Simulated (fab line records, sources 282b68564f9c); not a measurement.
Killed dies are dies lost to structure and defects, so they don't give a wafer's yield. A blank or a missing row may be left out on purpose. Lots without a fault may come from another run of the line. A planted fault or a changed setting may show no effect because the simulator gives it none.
A struck lot beside a sound one | flow rit_cmos | 26 steps out of a route of 202
Sound: wafers L431.3, L431.5, L431.6. Struck: wafers L442.1, L442.3, L442.6. The cause comes at the end.
At each step with rows: each side's tool, then ch and its chambers, then its first start. Under that, the readings that differ: sound wafers | struck wafers | difference of the means | sigmas: that difference in standard deviations of wafers without a fault.
alike: readings whose means differ by less than 2 such deviations, and words and numbers that are the same on both sides. not compared: withheld readings, readings that some wafer has no value for, bounds like >300 that may hide the same value, and numbers for which the record gives no deviation and whose values overlap.
The two part at a step that has a row with sigmas, a row that says differs or no value, or rows on one side only. Numbers that don't overlap but have no deviation are shown without sigmas and don't part them. A reading that every wafer of one side lacks parts them only if that side has two wafers or more.

first, 2 steps without rows for these wafers: RIT_REOX_CLEAN_02 (cleans in SC2, time 600 s); RIT_REOX_OXIDATION_03 (target thk 25.2 nm, ox time 5580 s).
RIT_REOX_THK_MEAS_04:
  sound on film_metro-01, day 3 05:07; struck on film_metro-02, day 5 06:09
  alike: REOX_OXIDE_THK
then, 6 steps without rows for these wafers: RIT_NLDD_HMDS_00 (prime time 60 s); RIT_NLDD_COAT_01 (resist thk 1000 nm); RIT_NLDD_SOFTBAKE_02 (time 60 s); RIT_NLDD_EXPOSE_03 (exposes mask M7, target cd 40700 nm); RIT_NLDD_PEB_04; RIT_NLDD_DEVELOP_05 (develop time 50 s).
RIT_NLDD_OVL_MEAS_06:
  sound on overlay-02, day 3 06:04; struck on overlay-01, day 5 07:14
  alike: NLDD_OVL
then, 2 steps without rows for these wafers: RIT_NLDD_HARDBAKE_07 (time 60 s); RIT_NLDD_IMPLANT_08.
RIT_NLDD_STRIP_09: strips in O2, time 180 s.
  sound on plasma_asher-03 ch 0,1, day 3 06:26; struck on plasma_asher-03 ch 0,1, day 5 07:34
  reading                                   | sound             | struck            | difference | sigmas
  run_length_s (s)                          | 209.0 208.9 209.0 | 72.4 72.3 72.3    | -136.6     | -99 or more
  model.NOVOLAK_of_NLDD_COAT_01.thk_nm (nm) | 0 0 0             | 154.3 154.1 154.4 | +154.3     |
  alike: drypump_motor_current_A
  not compared: rf_hours_counter_h
RIT_NLDD_TW_MEAS_10:
  sound on film_metro-03, day 3 06:35; struck on film_metro-03, day 5 07:44
  alike: NLDD_TW
then, 6 steps without rows for these wafers: RIT_PLDD_HMDS_00 (prime time 60 s); RIT_PLDD_COAT_01 (resist thk 1000 nm); RIT_PLDD_SOFTBAKE_02 (time 60 s); RIT_PLDD_EXPOSE_03 (exposes mask M8, target cd 40900 nm); RIT_PLDD_PEB_04; RIT_PLDD_DEVELOP_05 (develop time 50 s).
RIT_PLDD_OVL_MEAS_06:
  sound on overlay-01, day 3 07:29; struck on overlay-02, day 5 08:39
  reading       | sound       | struck         | difference | sigmas
  PLDD_OVL (nm) | 2.5 3.3 2.2 | -1.1 -1.4 -1.6 | -4.0       | -3
then, 2 steps without rows for these wafers: RIT_PLDD_HARDBAKE_07 (time 60 s); RIT_PLDD_IMPLANT_08.
RIT_PLDD_STRIP_09: strips in O2, time 180 s.
  sound on plasma_asher-02 ch 0,1, day 3 07:52; struck on plasma_asher-02 ch 0,1, day 5 08:59
  alike: drypump_motor_current_A, run_length_s
  not compared: rf_hours_counter_h
RIT_PLDD_TW_MEAS_10:
  sound on film_metro-01, day 3 08:00; struck on film_metro-01, day 5 09:10
  reading | sound          | struck   | difference | sigmas
  PLDD_TW | 2360 2359 2360 | 30 30 30 | -2330      | -99 or more
then, 1 step without rows for these wafers: RIT_SPACER_CLEAN_00 (cleans in SC1, time 600 s).

WHERE THEY PART
First at RIT_NLDD_STRIP_09; last, within this record, at RIT_PLDD_TW_MEAS_10.

WHY: what the simulator had put in
Strip aborted: plasma_asher-03, from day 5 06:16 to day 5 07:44, at RIT_NLDD_STRIP_09. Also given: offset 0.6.
